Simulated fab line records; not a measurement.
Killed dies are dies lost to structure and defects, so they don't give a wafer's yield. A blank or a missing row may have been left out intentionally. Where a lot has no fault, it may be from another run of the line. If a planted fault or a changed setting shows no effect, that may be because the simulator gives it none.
Split-lot study | flow rit cmos | 23 wafers read from 5 lots, route of 202 steps

## SPLIT DETAILS
At RIT_ACTIVE_ETCH_13 (etches Si3N4 in SF6, stops on SiO2, time 210 s, target depth 210 nm), the setting time s was moved away from the recipe's 210 s on 9 of the 23 wafers read, by -12.0% to +3.8%. For the rest of the wafers, this setting stayed at what the recipe calls for.

Reading taken at the split's own step.

## THE READING
oes product au, in a.u., at RIT_ACTIVE_ETCH_13 (etches Si3N4 in SF6, stops on SiO2, time 210 s, target depth 210 nm). Typical for fault-free wafers on this fab line: 0.820 a.u., with standard deviation 0.013 a.u.

wafer  | tool, chamber at the split | time s as run, s | against the recipe | oes product au, a.u. | against lot-mates on the recipe
L077.1 | rie diel-01, 2             | 210              | recipe             | 0.832                | -
L077.3 | rie diel-01, 0             | 210              | recipe             | 0.822                | -
L077.4 | rie diel-01, 3             | 210              | recipe             | 0.828                | -
L078.1 | rie diel-01, 2             | 210              | recipe             | 0.836                | -
L078.2 | rie diel-01, 0             | 218              | +3.8%              | 0.806                | -0.019
L078.4 | rie diel-01, 3             | 218              | +3.8%              | 0.818                | -0.007
L078.5 | rie diel-01, 0             | 210              | recipe             | 0.815                | -
L078.6 | rie diel-01, 2             | 218              | +3.8%              | 0.834                | +0.009
L079.1 | rie diel-03, 0             | 210              | recipe             | 0.793                | -
L079.2 | rie diel-03, 3             | 210              | recipe             | 0.784                | -
L079.3 | rie diel-03, 2             | 190.1            | -9.5%              | 0.852                | +0.064
L079.4 | rie diel-03, 1             | 190.1            | -9.5%              | 0.839                | +0.050
L079.6 | rie diel-03, 2             | 190.1            | -9.5%              | 0.853                | +0.065
L083.2 | rie diel-04, 3             | 210              | recipe             | 0.852                | -
L083.3 | rie diel-04, 2             | 210              | recipe             | 0.843                | -
L083.4 | rie diel-04, 2             | 210              | recipe             | 0.850                | -
L083.5 | rie diel-04, 3             | 210              | recipe             | 0.842                | -
L083.6 | rie diel-04, 0             | 210              | recipe             | 0.850                | -
L084.1 | rie diel-04, 3             | 210              | recipe             | 0.827                | -
L084.2 | rie diel-04, 2             | 184.9            | -12.0%             | 0.897                | +0.069
L084.3 | rie diel-04, 0             | 184.9            | -12.0%             | 0.911                | +0.083
L084.5 | rie diel-04, 3             | 210              | recipe             | 0.830                | -
L084.6 | rie diel-04, 0             | 184.9            | -12.0%             | 0.898                | +0.070

THE FIT
A straight line over all 23 wafers: oes product au changes by -0.00436 a.u. for each +1% of time s; r = -0.75; the points scatter about the line by 0.021 a.u.
The same after taking each lot's own level away (the mean of its wafers on the recipe; 23 wafers): -0.00568 a.u. for each +1%; r = -0.96; scatter 0.0089 a.u.
Per that fit: largest time s move, reading shift of 0.068 a.u.
Measured against the standard deviation above, the lots' own levels, which go from 0.7885 to 0.8474 a.u., span 4.5 times it.
So the lot-to-lot level blurs the effect unless lot-mates are compared.
Check: with one of the wafers moved furthest among these (-12.0%) left out of the fit, the line predicts +0.0721 a.u. for it against its lot-mates. Against them it came out at +0.0685 a.u.
Tool readings at the split's step, against how far the setting was moved: oes product au r = -0.75.

## OTHER SPLITS ON THESE WAFERS
Before the reading, these wafers also passed through other splits. Each is held against what the fit with the lots' levels taken away leaves over:
other split on the same wafers   | wafers away from the commonest value | r with oes product au (lot level and that fit taken away)
RIT_ACTIVE_CVD_03 pressure mtorr | 15                                   | -0.14

## THE FILE'S OWN FIT
oes product au changes by -0.00595 a.u. for each +1% of time s, r = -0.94.
